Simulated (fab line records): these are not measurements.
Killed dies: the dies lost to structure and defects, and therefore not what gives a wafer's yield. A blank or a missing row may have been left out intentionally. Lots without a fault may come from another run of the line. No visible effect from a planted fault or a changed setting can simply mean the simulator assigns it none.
fab line records    flow berkeleyCmos170
[record] lots = 5  wafers = 23
route steps=331 shown NWELL@15 ACTIVE@65 PFIELD@86 PVT@116 PLDD@148 NLDD@161 PSD@178 NSD@195 SDANNEAL@205 M1@242
startH: hours from the record's first day to the start of the lot's first wafer shown    waitH: hours since the lot's step before    " as in the row above    L1.1+2: a single row standing in for several wafers    - no value present, or no start provided    * or withheld: withheld    < > ~ a bound
route shown NAME@n: names a module that has steps shown in the file, with the first one's number in the route    usual: mean and standard deviation over wafers with no fault    same: alike in all rows    chamber/n: place in a boat    sites: each site's reading    _std_site: standard deviation across them    _edge_site: the outer-site mean with the inner-site mean subtracted    radiusMm: for every site, how far away it sits from the centre of the wafer    mask NAME#n: copy n    behind: the most recent tool/chamber to have shaped the wafer    hold: the reason the lot was held/the length of the hold in hours/how it ended    device: whichever transistor did not switch (one of n, p or np)    end of line: the tests these same wafers got at the end of their route    for a step that has no rows: nothing shown but its recipe    killed: at the first sort, the dies lost to defects and structure; wafer yield is something else    map: dies across one wafer; x = killed, . = not, _ = none there
set.NAME: the setting the step ran with; set.NAME@STEP: the setting that earlier step ran with    model.NAME: the simulator's own value behind a step, which no gauge read
one table per step and one row per wafer, for lots whose settings were changed on purpose
[[steps]]
[step UCB170_NWELL_OXIDATION_01]
[recipe] tempC = 1000  ambient = O2  targetThkA = 264  oxTimeS = 1260
lot.wafer  tool        chamber  startH  waitH  set.tempC  model.SiO2_of_NWELL_OXIDATION_01.thkNm
L075.1     furnace-01  0        37.98   4.7    1000       26.49
L075.2     "           0        "       "      1000       27.22
L075.6     "           0        "       "      1000       26.72
L076.2     -           -        -       4.3    988.8      24.6
L076.3     "           -        "       "      988.8      23.69
L076.4     "           -        "       "      988.8      24.45
L076.5     "           -        "       "      988.8      24.26
L076.6     "           -        "       "      988.8      24.16
L080.2     -           -        -       2.7    1000       27.12
L080.3     "           -        "       "      1000       26.74
L080.4     "           -        "       "      1000       26.57
L080.5     "           -        "       "      1000       26.42
L080.6     "           -        "       "      1000       26.7
L082.1     -           -        -       6.0    992.5      24.48
L082.2     "           -        "       "      992.5      24.29
L082.3     "           -        "       "      992.5      23.94
L082.5     "           -        "       "      992.5      24
L082.6     "           -        "       "      992.5      23.77
L083.1     -           -        -       7.9    992.2      24.2
L083.2     "           -        "       "      992.2      24.09
L083.4     "           -        "       "      992.2      23.49
L083.5     "           -        "       "      992.2      24.1
L083.6     "           -        "       "      992.2      23.83
[step UCB170_ACTIVE_CVD_05]
[recipe] material = Si3N4  targetThkNm = 220  tempC = 800  precursor = SiH2Cl2/NH3  timeS = 3300  pressureMtorr = 200  sih2cl2FlowSccm = 25  nh3FlowSccm = 75
lot.wafer  tool      chamber  startH  waitH  set.sih2cl2FlowSccm  model.Si3N4_of_ACTIVE_CVD_05.thkNm
L075.1     lpcvd-01  0        110.19  0.0    25                   214.6
L075.2     "         0        "       "      25                   214.9
L075.6     "         0        "       "      25                   215.7
L076.2     -         -        -       0.0    22.09                214
L076.3     "         -        "       "      22.09                212.9
L076.4     "         -        "       "      22.09                211.2
L076.5     "         -        "       "      22.09                213.8
L076.6     "         -        "       "      22.09                214.4
L080.2     -         -        -       0.0    25                   216.7
L080.3     "         -        "       "      25                   218.5
L080.4     "         -        "       "      25                   217.6
L080.5     "         -        "       "      25                   217.2
L080.6     "         -        "       "      25                   221.3
L082.1     -         -        -       0.0    22.33                213.6
L082.2     "         -        "       "      22.33                215.1
L082.3+5   "         -        "       "      22.33                215.4
L082.6     "         -        "       "      22.33                214.5
L083.1     -         -        -       0.0    27.76                224.3
L083.2     "         -        "       "      27.76                224.1
L083.4     "         -        "       "      27.76                223.2
L083.5     "         -        "       "      27.76                221.7
L083.6     "         -        "       "      27.76                223.4
[step UCB170_PFIELD_IMPLANT_07]
[recipe] species = B  doseCm2 = 2e+13  energyKev = 80  tiltDeg = 7
lot.wafer       tool          chamber  startH  waitH  set.energyKev  model.implant.rpNm  model.implant.drpNm
L080.2+4+6      implanter-02  0        118.55  0.0    83.04          273                 76.18
L080.3+5        "             0        "       "      80             264.7               74.86
L076.2+3+4+5+6  implanter-02  0        118.77  0.0    80             268                 74.86
L075.1+2+6      implanter-01  0        118.87  0.0    80             267                 74.86
L082.1+5        implanter-04  0        139.90  0.0    78.57          263.6               74.21
L082.2+3+6      "             0        "       "      80             267.5               74.86
L083.1+2+4+5+6  implanter-01  0        147.82  0.0    80             268                 74.86
[step UCB170_PVT_COAT_01]
[recipe] resist = KrF  spinRpm = 1500  resistThkNm = 900
lot.wafer  tool           chamber  startH  waitH  set.spinRpm  model.KrF_of_PVT_COAT_01.thkNm
L080.2     lithoTrack-04  0        155.67  0.1    1500         897.7
L080.3     "              0        "       "      1500         898.1
L080.4     "              0        "       "      1500         897.6
L080.5     "              0        "       "      1500         898.3
L080.6     "              0        "       "      1500         902.1
L076.2     lithoTrack-04  0        156.12  0.1    1612         868.1
L076.3     "              0        "       "      1500         902.5
L076.4     "              0        "       "      1500         897.5
L076.5     "              0        "       "      1612         870.3
L076.6     "              0        "       "      1612         871
L075.1     lithoTrack-03  0        156.33  0.1    1500         903.2
L075.2     "              0        "       "      1500         901.2
L075.6     "              0        "       "      1500         902
L082.1     lithoTrack-03  0        182.01  0.1    1500         897.3
L082.2     "              0        "       "      1500         900
L082.3     "              0        "       "      1463         908
L082.5     "              0        "       "      1463         909.1
L082.6     "              0        "       "      1500         899.7
L083.1+5   lithoTrack-01  0        190.22  0.1    1500         899.6
L083.2     "              0        "       "      1500         901.3
L083.4     "              0        "       "      1500         901.1
L083.6     "              0        "       "      1500         903.8
[step UCB170_PVT_DEVELOP_05]
[recipe] developer = TMAH  developTimeS = 45  resist = KrF  devTempC = 21
lot.wafer   tool           chamber  startH  waitH  set.devTempC
L080.2+3+4  lithoTrack-01  0        -       -      17.92
L080.5+6    "              0        "       "      21
L075.1+2+6  lithoTrack-03  0        -       -      21
L076.2+3    lithoTrack-01  0        -       -      21
L076.4+5+6  "              0        "       "      22.12
L082.1+3    lithoTrack-04  0        -       -      19.6
L082.2+5+6  "              0        "       "      21
L083.1+4    lithoTrack-04  0        -       -      19.51
L083.2+5+6  "              0        "       "      21
[step UCB170_PVT_IMPLANT_07]
[recipe] species = P  doseCm2 = 2e+12  energyKev = 30  tiltDeg = 7
[step UCB170_PVT_STRIP_08]
[recipe] chemistry = O2  powerW = 400  pressureMtorr = 3500  platenTempC = withheld  o2FlowSccm = 400  overashFraction = 0.5
[usual] stripTimeToEndpointS = 21.63/0.05
lot.wafer  tool            chamber  startH  waitH  set.spinRpm@PVT_COAT_01  stripTimeToEndpointS
L080.2     plasmaAsher-04  1        156.98  0.1    1500                     21.58
L080.3     "               1        "       "      1500                     21.58
L080.4     "               0        "       "      1500                     21.57
L080.5     "               1        "       "      1500                     21.59
L080.6     "               0        "       "      1500                     21.70
L076.2     plasmaAsher-04  1        157.53  0.1    1612                     20.87
L076.3     "               0        "       "      1500                     21.70
L076.4     "               1        "       "      1500                     21.56
L076.5     "               1        "       "      1612                     20.94
L076.6     "               0        "       "      1612                     20.93
L075.1     plasmaAsher-01  1        157.54  0.1    1500                     21.69
L075.2     "               0        "       "      1500                     21.65
L075.6     "               0        "       "      1500                     21.67
L082.1     plasmaAsher-04  0        183.02  0.1    1500                     21.57
L082.2     "               1        "       "      1500                     21.62
L082.3     "               0        "       "      1463                     21.82
L082.5     "               1        "       "      1463                     21.85
L082.6     "               0        "       "      1500                     21.64
L083.1     plasmaAsher-02  0        191.23  0.1    1500                     21.63
L083.2     "               1        "       "      1500                     21.66
L083.4     "               1        "       "      1500                     21.65
L083.5     "               1        "       "      1500                     21.62
L083.6     "               0        "       "      1500                     21.71
[step UCB170_PLDD_EXPOSE_03]
[recipe] maskId = PSELECT  na = 0.5  sigmaOuter = 0.6  sourceShape = conventional  targetCdNm = 1200  doseMj = 30
lot.wafer       tool           chamber  startH  waitH  mask       set.doseMj
L075.1+2+6      krfScanner-02  0        176.15  0.4    PSELECT#0  30
L080.2+3+4+5+6  krfScanner-02  0        176.38  0.1    PSELECT#0  30
L076.2+3+6      krfScanner-01  0        176.62  0.2    PSELECT#0  27.97
L076.4+5        "              0        "       "      PSELECT#0  30
L082.1+3+5      krfScanner-01  0        200.99  0.2    PSELECT#0  28.84
L082.2+6        "              0        "       "      PSELECT#0  30
L083.1+5+6      krfScanner-01  0        212.83  0.3    PSELECT#0  30
L083.2+4        "              0        "       "      PSELECT#0  31.99
[step UCB170_PLDD_PEB_04]
[recipe] pebTempC = 130  pebTimeS = withheld  resist = KrF
[step UCB170_PLDD_DEVELOP_05]
[recipe] developer = TMAH  developTimeS = 45  resist = KrF  devTempC = 21
[step UCB170_PLDD_CD_MEAS_06]
[recipe] targetCdNm = 1200
[usual] cdNm = 1200.3/1.5
lot.wafer  tool      chamber  startH  waitH  set.doseMj@PLDD_EXPOSE_03  cdNm
L075.1     cdSem-01  -        176.91  -      30                         1202.0
L075.2     "         -        "       "      30                         1202.6
L075.6     "         -        "       "      30                         1202.8
L080.2     cdSem-01  -        177.11  -      30                         1200.6
L080.3     "         -        "       "      30                         1200.3
L080.4     "         -        "       "      30                         1198.1
L080.5     "         -        "       "      30                         1201.2
L080.6     "         -        "       "      30                         1200.2
L076.2     cdSem-02  -        177.38  -      27.97                      1190.4
L076.3     "         -        "       "      27.97                      1189.6
L076.4     "         -        "       "      30                         1201.3
L076.5     "         -        "       "      30                         1201.5
L076.6     "         -        "       "      27.97                      1188.9
L082.1     cdSem-01  -        201.39  -      28.84                      1192.1
L082.2     "         -        "       "      30                         1199.6
L082.3     "         -        "       "      28.84                      1192.5
L082.5     "         -        "       "      28.84                      1191.3
L082.6     "         -        "       "      30                         1199.7
L083.1     cdSem-02  -        214.27  -      30                         1200.9
L083.2     "         -        "       "      31.99                      1212.5
L083.4     "         -        "       "      31.99                      1210.7
L083.5     "         -        "       "      30                         1200.0
L083.6     "         -        "       "      30                         1201.0
[step UCB170_NLDD_EXPOSE_03]
[recipe] maskId = NSELECT  na = 0.5  sigmaOuter = 0.6  sourceShape = conventional  targetCdNm = 1200  doseMj = 30
lot.wafer       tool           chamber  startH  waitH  mask       set.doseMj
L075.1+2+6      krfScanner-01  0        178.66  0.2    NSELECT#0  30
L080.2+3+6      krfScanner-01  0        178.80  0.3    NSELECT#0  29.38
L080.4+5        "              0        "       "      NSELECT#0  30
L076.2+3+4+5+6  krfScanner-02  0        179.13  0.2    NSELECT#0  30
L082.1+2+3+5+6  krfScanner-01  0        202.63  0.1    NSELECT#0  30
L083.1+6        krfScanner-02  0        -       -      NSELECT#0  30
L083.2+4+5      "              0        "       "      NSELECT#0  31.31
[step UCB170_NLDD_PEB_04]
[recipe] pebTempC = 130  pebTimeS = withheld  resist = KrF
[step UCB170_NLDD_DEVELOP_05]
[recipe] developer = TMAH  developTimeS = 45  resist = KrF  devTempC = 21
[step UCB170_NLDD_CD_MEAS_06]
[recipe] targetCdNm = 1200
[usual] cdNm = 1200.6/1.8
lot.wafer  tool      chamber  startH  waitH  set.doseMj@NLDD_EXPOSE_03  cdNm
L075.1     cdSem-02  -        179.62  -      30                         1200.7
L075.2     "         -        "       "      30                         1199.6
L075.6     "         -        "       "      30                         1200.7
L080.2     cdSem-01  -        179.73  -      29.38                      1196.7
L080.3     "         -        "       "      29.38                      1195.4
L080.4     "         -        "       "      30                         1200.3
L080.5     "         -        "       "      30                         1199.2
L080.6     "         -        "       "      29.38                      1195.6
L076.2     cdSem-02  -        180.01  -      30                         1197.6
L076.3     "         -        "       "      30                         1196.8
L076.4     "         -        "       "      30                         1198.7
L076.5     "         -        "       "      30                         1197.1
L076.6     "         -        "       "      30                         1198.8
L082.1     cdSem-02  -        203.02  -      30                         1202.6
L082.2     "         -        "       "      30                         1203.2
L082.3     "         -        "       "      30                         1201.5
L082.5     "         -        "       "      30                         1202.7
L082.6     "         -        "       "      30                         1204.0
L083.1     cdSem-02  -        217.85  -      30                         1203.5
L083.2     "         -        "       "      31.31                      1210.8
L083.4     "         -        "       "      31.31                      1210.7
L083.5     "         -        "       "      31.31                      1210.8
L083.6     "         -        "       "      30                         1203.3
[step UCB170_PSD_EXPOSE_03]
[recipe] maskId = PSELECT_MOD  na = 0.5  sigmaOuter = 0.6  sourceShape = conventional  targetCdNm = 1200  doseMj = 30
lot.wafer       tool           chamber  startH  waitH  mask           set.doseMj
L075.1+2+6      krfScanner-01  0        187.25  0.6    PSELECT_MOD#0  30
L080.2+4+6      krfScanner-01  0        187.39  0.3    PSELECT_MOD#0  28.3
L080.3+5        "              0        "       "      PSELECT_MOD#0  30
L076.2+3+4+5+6  krfScanner-02  0        187.63  0.5    PSELECT_MOD#0  30
L082.1+2+3      krfScanner-01  0        209.90  0.2    PSELECT_MOD#0  31.3
L082.5+6        "              0        "       "      PSELECT_MOD#0  30
L083.1+4        krfScanner-02  0        225.97  0.5    PSELECT_MOD#0  31.82
L083.2+5+6      "              0        "       "      PSELECT_MOD#0  30
[step UCB170_PSD_PEB_04]
[recipe] pebTempC = 130  pebTimeS = withheld  resist = KrF
[step UCB170_PSD_DEVELOP_05]
[recipe] developer = TMAH  developTimeS = 45  resist = KrF  devTempC = 21
[step UCB170_PSD_CD_MEAS_06]
[recipe] targetCdNm = 1200
[usual] cdNm = 1199.7/1.5
lot.wafer  tool      chamber  startH  waitH  set.doseMj@PSD_EXPOSE_03  cdNm
L075.1     cdSem-02  -        187.77  -      30                        1200.3
L075.2     "         -        "       "      30                        1200.9
L075.6     "         -        "       "      30                        1200.2
L080.2     cdSem-01  -        187.89  -      28.3                      1189.3
L080.3     "         -        "       "      30                        1201.2
L080.4     "         -        "       "      28.3                      1190.6
L080.5     "         -        "       "      30                        1200.6
L080.6     "         -        "       "      28.3                      1191.2
L076.2     cdSem-02  -        188.02  -      30                        1199.3
L076.3     "         -        "       "      30                        1199.8
L076.4     "         -        "       "      30                        1198.8
L076.5     "         -        "       "      30                        1200.0
L076.6     "         -        "       "      30                        1199.8
L082.1     cdSem-02  -        210.30  -      31.3                      1205.2
L082.2     "         -        "       "      31.3                      1206.1
L082.3     "         -        "       "      31.3                      1205.2
L082.5     "         -        "       "      30                        1199.4
L082.6     "         -        "       "      30                        1197.9
L083.1     cdSem-02  -        226.45  -      31.82                     1214.9
L083.2     "         -        "       "      30                        1201.2
L083.4     "         -        "       "      31.82                     1214.3
L083.5     "         -        "       "      30                        1203.5
L083.6     "         -        "       "      30                        1200.4
[step UCB170_NSD_IMPLANT_08]
[recipe] species = P  doseCm2 = 3e+15  energyKev = 40  tiltDeg = 7
lot.wafer       tool          chamber  startH  waitH  set.energyKev  model.implant.rpNm  model.implant.drpNm
L075.1+2+6      implanter-03  0        190.27  0.0    40             49.66               21.16
L080.2+3+4+5+6  implanter-04  0        190.77  0.0    40             49.09               21.16
L076.2+3+4+5+6  implanter-02  0        190.98  0.0    40             50.09               21.16
L082.1+3        implanter-03  0        214.15  0.0    41.46          50.3                21.81
L082.2+5+6      "             0        "       "      40             48.55               21.16
L083.1+2+4      implanter-02  0        228.76  0.0    40             47.92               21.16
L083.5+6        "             0        "       "      39.03          46.78               20.72
[step UCB170_NSD_STRIP_09]
[recipe] chemistry = O2  powerW = 400  pressureMtorr = 3500  platenTempC = withheld  o2FlowSccm = 400  overashFraction = 0.5
[usual] stripTimeToEndpointS = 35.81/0.076
lot.wafer  tool            chamber  startH  waitH  set.energyKev@NSD_IMPLANT_08  stripTimeToEndpointS
L075.1     plasmaAsher-04  1        190.42  0.1    40                            35.71
L075.2     "               0        "       "      40                            35.84
L075.6     "               1        "       "      40                            35.78
L080.2     plasmaAsher-03  1        190.90  0.1    40                            35.87
L080.3     "               1        "       "      40                            35.88
L080.4     "               0        "       "      40                            35.89
L080.5     "               1        "       "      40                            35.86
L080.6     "               0        "       "      40                            35.85
L076.2     plasmaAsher-04  1        191.11  0.1    40                            35.78
L076.3     "               1        "       "      40                            35.85
L076.4     "               0        "       "      40                            35.87
L076.5     "               1        "       "      40                            35.84
L076.6     "               0        "       "      40                            35.81
L082.1     plasmaAsher-01  0        214.30  0.1    41.46                         36.37
L082.2     "               1        "       "      40                            35.80
L082.3     "               1        "       "      41.46                         36.29
L082.5     "               0        "       "      40                            35.80
L082.6     "               1        "       "      40                            35.85
L083.1     plasmaAsher-01  0        228.91  0.1    40                            35.85
L083.2     "               1        "       "      40                            35.88
L083.4     "               1        "       "      40                            35.85
L083.5     "               0        "       "      39.03                         35.51
L083.6     "               1        "       "      39.03                         35.49
[step UCB170_SDANNEAL_RTA_01]
[recipe] tempC = 1050  timeS = 5  ambient = N2
lot.wafer       tool          chamber  startH  waitH  set.timeS
L075.1+2+6      rtpAnneal-01  0        192.06  0.1    5
L080.2+3+5      rtpAnneal-02  0        192.12  0.1    5
L080.4+6        "             0        "       "      4.354
L076.2+4+5      rtpAnneal-01  0        192.48  0.1    4.592
L076.3+6        "             0        "       "      5
L082.1+5        rtpAnneal-01  0        215.77  0.1    4.53
L082.2+3+6      "             0        "       "      5
L083.1+2+4+5+6  rtpAnneal-02  0        230.35  0.1    5
[step UCB170_SDANNEAL_RS_MEAS_02]
[recipe] thkMeasGauge = four-point-probe
[usual] PSD_RS = 75.55/0.28
lot.wafer  tool          chamber  startH  waitH  set.timeS@SDANNEAL_RTA_01  PSD_RS[ohm/sq]
L075.1     filmMetro-04  -        192.17  0.1    5                          74.89
L075.2     "             -        "       "      5                          75.11
L075.6     "             -        "       "      5                          75.17
L080.2     filmMetro-03  -        192.22  0.1    5                          75.82
L080.3     "             -        "       "      5                          75.77
L080.4     "             -        "       "      4.354                      78.21
L080.5     "             -        "       "      5                          75.65
L080.6     "             -        "       "      4.354                      77.75
L076.2     filmMetro-01  -        192.60  0.1    4.592                      76.92
L076.3     "             -        "       "      5                          75.46
L076.4     "             -        "       "      4.592                      76.73
L076.5     "             -        "       "      4.592                      76.96
L076.6     "             -        "       "      5                          75.22
L082.1     filmMetro-04  -        215.83  0.0    4.53                       77.20
L082.2     "             -        "       "      5                          75.28
L082.3     "             -        "       "      5                          75.29
L082.5     "             -        "       "      4.53                       77.32
L082.6     "             -        "       "      5                          75.69
L083.1     filmMetro-01  -        230.41  0.0    5                          75.61
L083.2     "             -        "       "      5                          76.09
L083.4     "             -        "       "      5                          75.91
L083.5     "             -        "       "      5                          75.87
L083.6     "             -        "       "      5                          75.80
[step UCB170_M1_COAT_04]
[recipe] resist = KrF  spinRpm = 1500  resistThkNm = 900
lot.wafer  tool           chamber  startH  waitH  set.resistThkNm  model.KrF_of_M1_COAT_04.thkNm
L075.1     lithoTrack-04  0        -       -      900              904
L075.2     "              0        "       "      900              901
L075.6     "              0        "       "      900              903.7
L080.2     lithoTrack-03  0        -       -      900              898.7
L080.3     "              0        "       "      853.8            849.9
L080.4     "              0        "       "      900              898.4
L080.5     "              0        "       "      900              895.5
L080.6     "              0        "       "      853.8            854.5
L076.2     lithoTrack-04  0        -       -      938.6            942.8
L076.3     "              0        "       "      900              902
L076.4     "              0        "       "      900              901.2
L076.5     "              0        "       "      900              901.9
L076.6     "              0        "       "      938.6            938.9
L082.1     lithoTrack-01  0        -       -      900              901.9
L082.2     "              0        "       "      900              899.6
L082.3     "              0        "       "      849.5            849.7
L082.5     "              0        "       "      900              898
L082.6     "              0        "       "      849.5            849.8
L083.1     lithoTrack-04  0        -       -      944.7            943.5
L083.2     "              0        "       "      900              901.7
L083.4     "              0        "       "      900              901.6
L083.5     "              0        "       "      944.7            944.9
L083.6     "              0        "       "      944.7            947.2
[step UCB170_M1_SOFTBAKE_05]
[recipe] resist = KrF  tempC = 130  timeS = 60
[step UCB170_M1_EXPOSE_06]
[recipe] maskId = METAL1  targetCdNm = 700  na = 0.5  sigmaOuter = 0.6  sourceShape = conventional  doseMj = 21
[step UCB170_M1_ETCH_11]
[recipe] chemistry = N2/H2  targetDepthA = withheld  overetchA = withheld  target = BARC  timeS = withheld  sourceW = 500  biasW = 100  pressureMtorr = 30  n2FlowSccm = 100  h2FlowSccm = 200
[step UCB170_M1_METAL_ETCH_12]
[recipe] chemistry = Cl2/BCl3  target = Al  stopOn = PSG  pressureMtorr = 12  targetDepthA = 7800  overEtchFrac = 0.3  timeS = 130  icpW = 600  biasW = 120  Cl2_flow_sccm = 90  bcl3FlowSccm = 45
lot.wafer  tool         chamber  startH  waitH  set.resistThkNm@M1_COAT_04  model.KrF_of_M1_COAT_04.thkNm
L075.1     rieMetal-01  1        200.74  -      900                         427.8
L075.2     "            0        "       "      900                         436.6
L075.6     "            0        "       "      900                         442.2
L080.2     rieMetal-04  1        200.79  -      900                         433.6
L080.3     "            1        "       "      853.8                       381.9
L080.4     "            0        "       "      900                         445.5
L080.5     "            0        "       "      900                         438.1
L080.6     "            1        "       "      853.8                       388.5
L076.2     rieMetal-03  0        201.01  -      938.6                       459.4
L076.3     "            1        "       "      900                         451.7
L076.4     "            0        "       "      900                         417.3
L076.5     "            0        "       "      900                         418.3
L076.6     "            1        "       "      938.6                       487.6
L082.1     rieMetal-01  0        225.19  -      900                         445.9
L082.2     "            1        "       "      900                         429.5
L082.3     "            1        "       "      849.5                       378
L082.5     "            1        "       "      900                         421.3
L082.6     "            0        "       "      849.5                       389.5
L083.1     rieMetal-04  1        241.12  -      944.7                       480.4
L083.2     "            1        "       "      900                         436.1
L083.4     "            1        "       "      900                         436.9
L083.5     "            1        "       "      944.7                       477.7
L083.6     "            1        "       "      944.7                       481.6
[step UCB170_M1_STRIP_13]
[recipe] chemistry = O2  powerW = 400  pressureMtorr = 3500  platenTempC = withheld  o2FlowSccm = 400  overashFraction = 0.5
[usual] oesProductAu = 0.721/0.0044
lot.wafer  tool            chamber  startH  waitH  set.overashFraction  oesProductAu
L075.1     plasmaAsher-01  0        200.87  0.1    0.5                  0.724
L075.2     "               1        "       "      0.5                  0.724
L075.6     "               0        "       "      0.5                  0.719
L080.2     plasmaAsher-02  1        200.92  0.1    0.5                  0.727
L080.3     "               0        "       "      0.5                  0.721
L080.4     "               1        "       "      0.5                  0.723
L080.5     "               1        "       "      0.5                  0.717
L080.6     "               0        "       "      0.5                  0.720
L076.2     plasmaAsher-04  0        201.14  0.1    0.5                  0.729
L076.3     "               0        "       "      0.6166               0.692
L076.4     "               1        "       "      0.5                  0.722
L076.5     "               1        "       "      0.6166               0.680
L076.6     "               0        "       "      0.5                  0.720
L082.1     plasmaAsher-01  0        225.32  0.1    0.5                  0.724
L082.2     "               1        "       "      0.632                0.685
L082.3     "               0        "       "      0.5                  0.714
L082.5     "               0        "       "      0.632                0.679
L082.6     "               1        "       "      0.5                  0.726
L083.1     plasmaAsher-02  0        241.38  0.2    0.5815               0.694
L083.2     "               1        "       "      0.5                  0.716
L083.4     "               0        "       "      0.5815               0.699
L083.5     "               0        "       "      0.5                  0.728
L083.6     "               1        "       "      0.5815               0.694
[[key]]
[split] step = UCB170_NWELL_OXIDATION_01  setting = tempC  stated = 1000  by = lot
[response] step = UCB170_NWELL_OXIDATION_01  reading = model.SiO2_of_NWELL_OXIDATION_01.thkNm  change = +2.67  per = 1%  r = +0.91
[split] step = UCB170_ACTIVE_CVD_05  setting = sih2cl2FlowSccm  stated = 25  by = lot
[response] step = UCB170_ACTIVE_CVD_05  reading = model.Si3N4_of_ACTIVE_CVD_05.thkNm  change = +0.404  per = 1%  r = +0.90
[split] step = UCB170_PFIELD_IMPLANT_07  setting = energyKev  stated = 80  by = wafer
[response] step = UCB170_PFIELD_IMPLANT_07  reading = model.implant.rpNm  change = +2.19  per = 1%  r = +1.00
[response] step = UCB170_PFIELD_IMPLANT_07  reading = model.implant.drpNm  change = +0.35  per = 1%  r = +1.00
[split] step = UCB170_PVT_COAT_01  setting = spinRpm  stated = 1500  by = wafer
[response] step = UCB170_PVT_COAT_01  reading = model.KrF_of_PVT_COAT_01.thkNm  change = -4.03  per = 1%  r = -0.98
[response] step = UCB170_PVT_STRIP_08  reading = stripTimeToEndpointS  change = *  per = 1%  r = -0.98
[split] step = UCB170_PVT_DEVELOP_05  setting = devTempC  stated = 21  by = wafer
response none clear
[split] step = UCB170_PLDD_EXPOSE_03  setting = doseMj  stated = 30  by = wafer
[response] step = UCB170_PLDD_CD_MEAS_06  reading = cdNm  change = +1.74  per = 1%  r = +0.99
[split] step = UCB170_NLDD_EXPOSE_03  setting = doseMj  stated = 30  by = wafer
[response] step = UCB170_NLDD_CD_MEAS_06  reading = cdNm  change = +1.72  per = 1%  r = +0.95
[split] step = UCB170_PSD_EXPOSE_03  setting = doseMj  stated = 30  by = wafer
[response] step = UCB170_PSD_CD_MEAS_06  reading = cdNm  change = +1.91  per = 1%  r = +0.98
[split] step = UCB170_NSD_IMPLANT_08  setting = energyKev  stated = 40  by = wafer
[response] step = UCB170_NSD_IMPLANT_08  reading = model.implant.rpNm  change = +0.476  per = 1%  r = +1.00
[response] step = UCB170_NSD_IMPLANT_08  reading = model.implant.drpNm  change = +0.179  per = 1%  r = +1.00
[response] step = UCB170_NSD_STRIP_09  reading = stripTimeToEndpointS  change = *  per = 1%  r = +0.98
[split] step = UCB170_SDANNEAL_RTA_01  setting = timeS  stated = 5  by = wafer
[response] step = UCB170_SDANNEAL_RS_MEAS_02  reading = PSD_RS  change = -0.182  per = 1%  r = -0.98
[split] step = UCB170_M1_COAT_04  setting = resistThkNm  stated = 900  by = wafer
[response] step = UCB170_M1_COAT_04  reading = model.KrF_of_M1_COAT_04.thkNm  change = +8.9  per = 1%  r = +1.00
[response] step = UCB170_M1_METAL_ETCH_12  reading = model.KrF_of_M1_COAT_04.thkNm  change = +9.46  per = 1%  r = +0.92
[split] step = UCB170_M1_STRIP_13  setting = overashFraction  stated = 0.5  by = wafer
[response] step = UCB170_M1_STRIP_13  reading = oesProductAu  change = -0.00156  per = 1%  r = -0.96
